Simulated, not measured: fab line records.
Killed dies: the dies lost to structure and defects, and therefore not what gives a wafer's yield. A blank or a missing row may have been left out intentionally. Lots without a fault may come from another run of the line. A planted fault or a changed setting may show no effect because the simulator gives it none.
fab line records    flow berkeleyCmos170
[record] lots = 7  wafers = 21  lastDay = 11
route steps=331 shown NLDD@164 SPACER@171 PSD@175
lots that met no fault: from a run of the same line without faults
startH: hours from the record's opening day to when the first of the lot's shown wafers began    waitH: hours from the lot's prior step to this one    " unchanged from the row above    L1.1+2: one row covering several wafers at once    - no value, or no start given    * or withheld: withheld    < > ~ a bound
route shown NAME@n: NAME is a module with steps in the file, n the number in the route of the first one    usual: mean/standard deviation taken from wafers without a fault    same: alike in all rows    chamber/n: place in a boat    sites: readings site by site    _std_site: standard deviation across them    _edge_site: the outer-site mean with the inner-site mean subtracted    radiusMm: how far each site lies from the wafer's centre    mask NAME#n: copy n    behind: the tool/chamber that last shaped the wafer    hold: the reason the lot was held/the length of the hold in hours/how it ended    device: names the non-switching transistor (n, p or np)    end of line: tests run on the same wafers once the route is complete    for a step that has no rows: nothing shown but its recipe    killed: not the wafer's yield, but the dies lost to structure and defects at the first sort    map: per-die view of a wafer (x killed, . not killed, _ where there is no die)
set.NAME: the setting as run; set.NAME@STEP: as run at that earlier step    model.NAME: the simulator's own value behind a step, which no gauge read
lots at some steps of the route; a table a step, a row a wafer
services: the hour from which a tool's chamber was out of use, counted from the record's first day as startH (under 0 if before that day), plus the number of hours and why
[[steps]]
[step UCB170_NLDD_CD_MEAS_06]
[recipe] targetCdNm = 1200
[usual] cdNm = 1199.5/1.6
lot.wafer  tool      chamber  startH  waitH  cdNm
L784.2     cdSem-02  -        150.61  -      1198.2
L784.3     "         -        "       "      1198.5
L784.6     "         -        "       "      1199.0
L789.3     cdSem-02  -        174.49  -      1200.2
L789.4     "         -        "       "      1200.2
L789.6     "         -        "       "      1200.8
L788.2     cdSem-02  -        174.75  -      1199.4
L788.4     "         -        "       "      1200.2
L788.5     "         -        "       "      1200.5
L791.2     cdSem-02  -        178.88  -      1202.2
L791.3     "         -        "       "      1200.9
L791.5     "         -        "       "      1201.6
L794.2     cdSem-02  -        200.68  -      1200.0
L794.3     "         -        "       "      1199.6
L794.4     "         -        "       "      1197.6
L799.2     cdSem-02  -        220.60  -      1201.4
L799.3     "         -        "       "      1201.3
L799.4     "         -        "       "      1200.3
L801.1     cdSem-02  -        224.59  -      1199.0
L801.2     "         -        "       "      1200.7
L801.6     "         -        "       "      1200.6
[step UCB170_NLDD_OVL_MEAS_07]
[usual] NLDD_OVL = -1/5.2
lot.wafer  tool        chamber  startH  waitH  NLDD_OVL[nm]
L784.2     overlay-02  -        150.72  0.1    2
L784.3     "           -        "       "      1
L784.6     "           -        "       "      3
L789.3     overlay-02  -        174.59  0.1    -3
L789.4     "           -        "       "      -4
L789.6     "           -        "       "      -6
L788.2     overlay-01  -        174.86  0.1    4
L788.4     "           -        "       "      9
L788.5     "           -        "       "      2
L791.2     overlay-02  -        178.98  0.1    -3
L791.3     "           -        "       "      4
L791.5     "           -        "       "      -7
L794.2     overlay-02  -        200.79  0.1    0
L794.3     "           -        "       "      2
L794.4     "           -        "       "      -9
L799.2     overlay-02  -        220.71  0.1    4
L799.3     "           -        "       "      -3
L799.4     "           -        "       "      5
L801.1     overlay-02  -        224.71  0.1    1
L801.2     "           -        "       "      -6
L801.6     "           -        "       "      -1
[step UCB170_NLDD_IMPLANT_08]
[recipe] species = As  doseCm2 = 5e+13  energyKev = 30  tiltDeg = 7  rotationDeg = 0
[step UCB170_NLDD_IMPLANT_09]
[recipe] species = As  doseCm2 = 5e+13  energyKev = 30  tiltDeg = 7  rotationDeg = 180
[step UCB170_NLDD_STRIP_10]
[recipe] chemistry = O2  powerW = 400  pressureMtorr = 3500  platenTempC = withheld  o2FlowSccm = 400  overashFraction = 0.5
[usual] drypumpMotorCurrentA = 5.78/0.23  o2FlowSccm = 399.7/1.2  oesProductAu = 0.735/0.0042  stripTimeToEndpointS = 21.67/0.069
lot.wafer  tool            chamber  startH  waitH  drypumpMotorCurrentA  o2FlowSccm  oesProductAu  rfHoursCounterH  stripTimeToEndpointS
L784.2     plasmaAsher-02  1        151.05  0.1    5.81                  399.8       0.737         4                21.79
L784.3     "               1        "       "      5.82                  398.2       0.745         -                21.78
L784.6     "               0        "       "      5.38                  400.5       0.742         -                21.75
L789.3     plasmaAsher-02  0        174.94  0.1    5.39                  402.8       0.735         -                21.70
L789.4     "               1        "       "      5.82                  400.3       0.731         -                21.69
L789.6     "               1        "       "      5.84                  399.4       0.728         -                21.62
L788.2     plasmaAsher-02  0        175.19  0.1    5.38                  401.1       0.736         8                21.64
L788.4     "               1        "       "      5.83                  401.6       0.730         -                21.67
L788.5     "               0        "       "      5.37                  400.3       0.742         -                21.71
L791.2     plasmaAsher-03  0        179.31  0.1    5.90                  399.5       0.734         45               21.71
L791.3     "               1        "       "      5.66                  401.5       0.736         -                21.75
L791.5     "               1        "       "      5.66                  397.8       0.733         -                21.66
L794.2     plasmaAsher-02  1        201.12  0.1    5.87                  400.9       0.738         11               21.70
L794.3     "               0        "       "      5.39                  399.4       0.735         -                21.74
L794.4     "               1        "       "      5.90                  399.8       0.738         -                21.73
L799.2     plasmaAsher-02  1        221.04  0.1    5.84                  399.1       0.741         13               21.67
L799.3     "               0        "       "      5.37                  400.3       0.736         -                21.61
L799.4     "               1        "       "      5.87                  401.4       0.744         -                21.67
L801.1     plasmaAsher-04  0        225.04  0.1    5.88                  400.3       0.738         44               21.67
L801.2     "               1        "       "      6.06                  400.5       0.737         44               21.73
L801.6     "               1        "       "      6.05                  399.6       0.731         -                21.79
[step UCB170_NLDD_TW_MEAS_11]
[usual] NLDD_TW = 2228/15
lot.wafer  tool          chamber  startH  waitH  NLDD_TW
L784.2     filmMetro-03  -        151.16  0.1    2208
L784.3     "             -        "       "      2218
L784.6     "             -        "       "      2194
L789.3     filmMetro-04  -        175.03  0.1    2233
L789.4     "             -        "       "      2232
L789.6     "             -        "       "      2226
L788.2     filmMetro-03  -        175.30  0.1    2240
L788.4     "             -        "       "      2203
L788.5     "             -        "       "      2222
L791.2     filmMetro-03  -        179.42  0.1    2227
L791.3     "             -        "       "      2225
L791.5     "             -        "       "      2228
L794.2     filmMetro-03  -        201.23  0.1    2217
L794.3     "             -        "       "      2214
L794.4     "             -        "       "      2219
L799.2     filmMetro-03  -        221.15  0.1    2218
L799.3     "             -        "       "      2221
L799.4     "             -        "       "      2235
L801.1     filmMetro-03  -        225.14  0.1    2215
L801.2     "             -        "       "      2216
L801.6     "             -        "       "      2220
[step UCB170_NLDD_CLEAN_12]
[recipe] chemistry = SPM  tempC = 120  timeS = 600
[step UCB170_SPACER_CVD_00]
[recipe] material = SiO2  targetThkNm = 376  tempC = 390  precursor = TEOS/O2  timeS = 47  rfW = 550  pressureMtorr = 9000
[usual] heaterPowerW = 247/40  rfFwdPowerW = 544.9/2.3
lot.wafer  tool      chamber  startH  waitH  heaterPowerW  rfFwdPowerW
L784.2     pecvd-02  1        151.81  0.0    323           547.6
L784.3     "         2        "       "      258           545.2
L784.6     "         0        "       "      225           548.7
L789.3     pecvd-02  2        175.26  0.0    261           542.6
L789.4     "         1        "       "      317           548.0
L789.6     "         0        "       "      226           548.6
L788.2     pecvd-01  2        175.54  0.0    204           543.6
L788.4     "         2        "       "      221           542.4
L788.5     "         1        "       "      251           544.0
L791.2     pecvd-02  0        179.66  0.0    218           548.0
L791.3     "         2        "       "      235           546.2
L791.5     "         0        "       "      230           547.5
L794.2     pecvd-01  1        201.56  0.0    229           543.6
L794.3     "         0        "       "      309           543.4
L794.4     "         0        "       "      215           546.1
L799.2     pecvd-01  0        221.38  0.0    279           541.5
L799.3     "         0        "       "      297           545.0
L799.4     "         1        "       "      204           546.1
L801.1     pecvd-04  1        225.38  0.0    225           544.3
L801.2     "         2        "       "      247           543.2
L801.6     "         0        "       "      240           541.7
[step UCB170_SPACER_THK_MEAS_01]
[recipe] reads = SiO2_of_SPACER_CVD_00
[usual] SPACER_TEOS_THK = 375/5.8
lot.wafer  tool          chamber  startH  waitH  SPACER_TEOS_THK[nm]
L784.2     filmMetro-01  -        151.86  0.0    378
L784.3     "             -        "       "      372
L784.6     "             -        "       "      371
L789.3     filmMetro-04  -        175.32  0.0    380
L789.4     "             -        "       "      389
L789.6     "             -        "       "      379
L788.2     filmMetro-04  -        175.59  0.0    372
L788.4     "             -        "       "      376
L788.5     "             -        "       "      384
L791.2     filmMetro-04  -        179.72  0.0    367
L791.3     "             -        "       "      378
L791.5     "             -        "       "      373
L794.2     filmMetro-04  -        201.61  0.0    380
L794.3     "             -        "       "      376
L794.4     "             -        "       "      380
L799.2     filmMetro-03  -        221.45  0.1    368
L799.3     "             -        "       "      370
L799.4     "             -        "       "      376
L801.1     filmMetro-03  -        225.42  0.0    370
L801.2     "             -        "       "      366
L801.6     "             -        "       "      385
[step UCB170_SPACER_ANNEAL_02]
[recipe] tempC = 900  timeS = 1800  ambient = N2
[step UCB170_SPACER_ETCHBACK_03]
[recipe] stopOn = Si  target = SiO2  chemistry = CHF3/CF4/Ar  CHF3_flow_sccm = 50  cf4FlowSccm = 10  Ar_flow_sccm = 120  pressureMtorr = 200  rfW = 500  targetDepthA = 3760  timeS = 100
[usual] drypumpMotorCurrentA = 5.8/0.49  oesProductAu = 0.900/0.021  rfFwdPowerW = 497.1/1.6  throttleValvePct = 6.48/0.095
lot.wafer  tool        chamber  startH  waitH  drypumpMotorCurrentA  oesProductAu  rfFwdPowerW  rfHoursCounterH  throttleValvePct
L784.2     rieDiel-04  1        153.65  0.0    5.3                   0.893         494.0        133              6.68
L784.3     "           3        "       "      6.2                   0.884         497.0        112              6.37
L784.6     "           1        "       "      5.3                   0.871         495.7        -                6.69
L788.2     rieDiel-03  1        180.63  0.0    5.9                   0.880         498.6        145              6.47
L788.4     "           3        "       "      6.0                   0.915         496.1        55               6.44
L788.5     "           2        "       "      6.6                   0.932         492.8        -                6.47
L789.3     rieDiel-04  0        180.63  0.0    5.0                   0.885         496.3        13               6.42
L789.4     "           1        "       "      5.3                   0.916         492.7        135              6.67
L789.6     "           3        "       "      6.2                   0.890         497.5        -                6.38
L791.2     rieDiel-04  2        183.84  0.0    5.9                   0.895         496.7        146              6.54
L791.3     "           0        "       "      5.0                   0.874         497.5        13               6.43
L791.5     "           3        "       "      6.2                   0.874         499.9        -                6.38
L794.2     rieDiel-01  2        205.20  0.0    5.3                   0.915         499.0        6                6.35
L794.3     "           3        "       "      5.7                   0.889         498.2        138              6.51
L794.4     "           0        "       "      5.6                   0.927         499.3        69               6.47
L799.2     rieDiel-04  1        225.61  0.0    5.3                   0.874         498.4        137              6.67
L799.3     "           0        "       "      5.1                   0.856         498.9        15               6.44
L799.4     "           3        "       "      6.2                   0.888         497.3        -                6.38
L801.1     rieDiel-03  2        229.96  0.0    6.6                   0.908         493.8        39               6.46
L801.2     "           1        "       "      6.0                   0.879         496.2        0                6.44
L801.6     "           0        "       "      5.3                   0.941         498.9        -                6.47
[step UCB170_PSD_HMDS_00]
[recipe] primeTimeS = 60  primeTempC = 100
[step UCB170_PSD_COAT_01]
[recipe] resist = KrF  spinRpm = 1500  resistThkNm = 900
[usual] chillPlateTempC = 23.00/0.12  dispensePressureKPa = 51.7/2
lot.wafer  tool           chamber  startH  waitH  chillPlateTempC  dispensePressureKPa
L784.2     lithoTrack-04  0        154.03  0.1    23.02            54.1
L784.3     "              0        "       "      23.04            54.2
L784.6     "              0        "       "      23.21            54.1
L788.2     lithoTrack-03  -        180.88  0.1    -                -
L788.4     "              -        "       "      -                -
L788.5     "              -        "       "      -                -
L789.3     lithoTrack-01  -        180.90  0.1    -                -
L789.4     "              -        "       "      -                -
L789.6     "              -        "       "      -                -
L791.2     lithoTrack-03  -        184.59  0.1    -                -
L791.3     "              -        "       "      -                -
L791.5     "              -        "       "      -                -
L794.2     lithoTrack-01  0        205.45  0.1    22.98            51.9
L794.3     "              0        "       "      22.96            51.9
L794.4     "              0        "       "      22.97            51.9
L799.2     lithoTrack-04  0        226.17  0.1    22.95            54.0
L799.3     "              0        "       "      22.97            54.0
L799.4     "              0        "       "      23.02            54.1
L801.1     lithoTrack-04  0        230.34  0.1    22.89            54.1
L801.2     "              0        "       "      23.01            54.0
L801.6     "              0        "       "      22.90            54.1
[step UCB170_PSD_SOFTBAKE_02]
[recipe] resist = KrF  tempC = 130  timeS = 60
[step UCB170_PSD_EXPOSE_03]
[recipe] maskId = PSELECT_MOD  na = 0.5  sigmaOuter = 0.6  sourceShape = conventional  targetCdNm = 1200  doseMj = 30
[step UCB170_PSD_PEB_04]
[recipe] pebTempC = 130  pebTimeS = withheld  resist = KrF
[step UCB170_PSD_DEVELOP_05]
[recipe] developer = TMAH  developTimeS = 45  resist = KrF  devTempC = 21
[step UCB170_PSD_CD_MEAS_06]
[recipe] targetCdNm = 1200
[usual] cdNm = 1199.5/1.8
lot.wafer  tool      chamber  startH  waitH  cdNm
L784.2     cdSem-01  -        154.93  -      1199.8
L784.3     "         -        "       "      1198.5
L784.6     "         -        "       "      1200.3
L789.3     cdSem-02  -        181.58  -      -
L789.4     "         -        "       "      -
L789.6     "         -        "       "      -
L788.2     cdSem-02  -        181.68  -      -
L788.4     "         -        "       "      -
L788.5     "         -        "       "      -
L791.2     cdSem-02  -        186.06  -      -
L791.3     "         -        "       "      -
L791.5     "         -        "       "      -
L794.2     cdSem-02  -        206.75  -      1199.1
L794.3     "         -        "       "      1199.4
L794.4     "         -        "       "      1199.4
L799.2     cdSem-02  -        227.15  -      1199.9
L799.3     "         -        "       "      1198.8
L799.4     "         -        "       "      1198.8
L801.1     cdSem-02  -        231.37  -      1202.7
L801.2     "         -        "       "      1200.5
L801.6     "         -        "       "      1201.5
[step UCB170_PSD_OVL_MEAS_07]
[usual] PSD_OVL = 1/5
lot.wafer  tool        chamber  startH  waitH  PSD_OVL[nm]
L784.2     overlay-02  -        155.04  0.1    4
L784.3     "           -        "       "      6
L784.6     "           -        "       "      10
L789.3     overlay-02  -        181.67  0.1    -
L789.4     "           -        "       "      -
L789.6     "           -        "       "      -
L788.2     overlay-01  -        181.79  0.1    -
L788.4     "           -        "       "      -
L788.5     "           -        "       "      -
L791.2     overlay-01  -        186.17  0.1    -
L791.3     "           -        "       "      -
L791.5     "           -        "       "      -
L794.2     overlay-02  -        206.85  0.1    10
L794.3     "           -        "       "      2
L794.4     "           -        "       "      -2
L799.2     overlay-01  -        227.25  0.1    -2
L799.3     "           -        "       "      6
L799.4     "           -        "       "      -5
L801.1     overlay-01  -        231.49  0.1    -8
L801.2     "           -        "       "      4
L801.6     "           -        "       "      0
[[services]]
tool            chamber  startH  hours  kind
pecvd-04        -        135.50  14.0   pm
pecvd-04        0        135.50  14.0   ventCycle
pecvd-04        1        135.50  14.0   ventCycle
pecvd-04        2        135.50  14.0   ventCycle
rieDiel-03      3        135.89  5.6    repair
plasmaAsher-02  -        146.21  1.0    repair
pecvd-04        0        149.50  -      clean
pecvd-04        1        149.50  -      clean
pecvd-04        2        149.50  -      clean
lithoTrack-01   -        149.99  -      consumableReplace:filter
plasmaAsher-03  -        152.96  14.6   pm
rieDiel-01      1        165.87  -      clean
plasmaAsher-04  -        166.36  14.6   pm
rieDiel-04      3        166.57  13.6   repair
lithoTrack-03   -        188.40  -      consumableReplace:filter
rieDiel-03      -        189.77  4.3    pm
rieDiel-03      1        194.10  -      clean
rieDiel-03      1        194.10  20.3   scheduledDown
rieDiel-03      1        194.10  20.3   ventCycle
pecvd-02        -        198.27  14.6   pm
rieDiel-04      2        210.61  -      clean
rieDiel-04      2        210.61  17.3   scheduledDown
rieDiel-04      2        210.61  17.3   ventCycle
pecvd-01        2        218.78  23.6   repair
[[key]]
[firstSign] step = UCB170_PSD_COAT_01  reading = toolRecord  direction = missing
[effect] step = UCB170_PSD_CD_MEAS_06  reading = cdNm  direction = missing
[effect] step = UCB170_PSD_OVL_MEAS_07  reading = PSD_OVL  direction = missing
metAt UCB170_PSD_COAT_01
struckWafers L788.2,L788.4,L788.5,L789.3,L789.4,L789.6,L791.2,L791.3,L791.5
sortLeftOut L788.2,L788.4,L788.5,L789.3,L789.4,L789.6,L791.2,L791.3,L791.5
testerLeftOut L788,L789,L791
[fault] kind = skippedStepWhole  tool = lithoTrack-01,lithoTrack-03  chamber = -  onsetH = 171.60  steps = UCB170_PSD_COAT_01  scope = struckLotsOnly
// testerLeftOut: of these lots the tester's yield and bins aren't shown, on N5 and GAA mostly nor the transistor test; their killed dies are dies lost to structure and defects alone, not to doping, threshold or leakage, so they don't give the yield
// sortLeftOut: the simulated sort isn't trusted on such a fault, so these wafers' sort isn't shown, and their yield isn't known
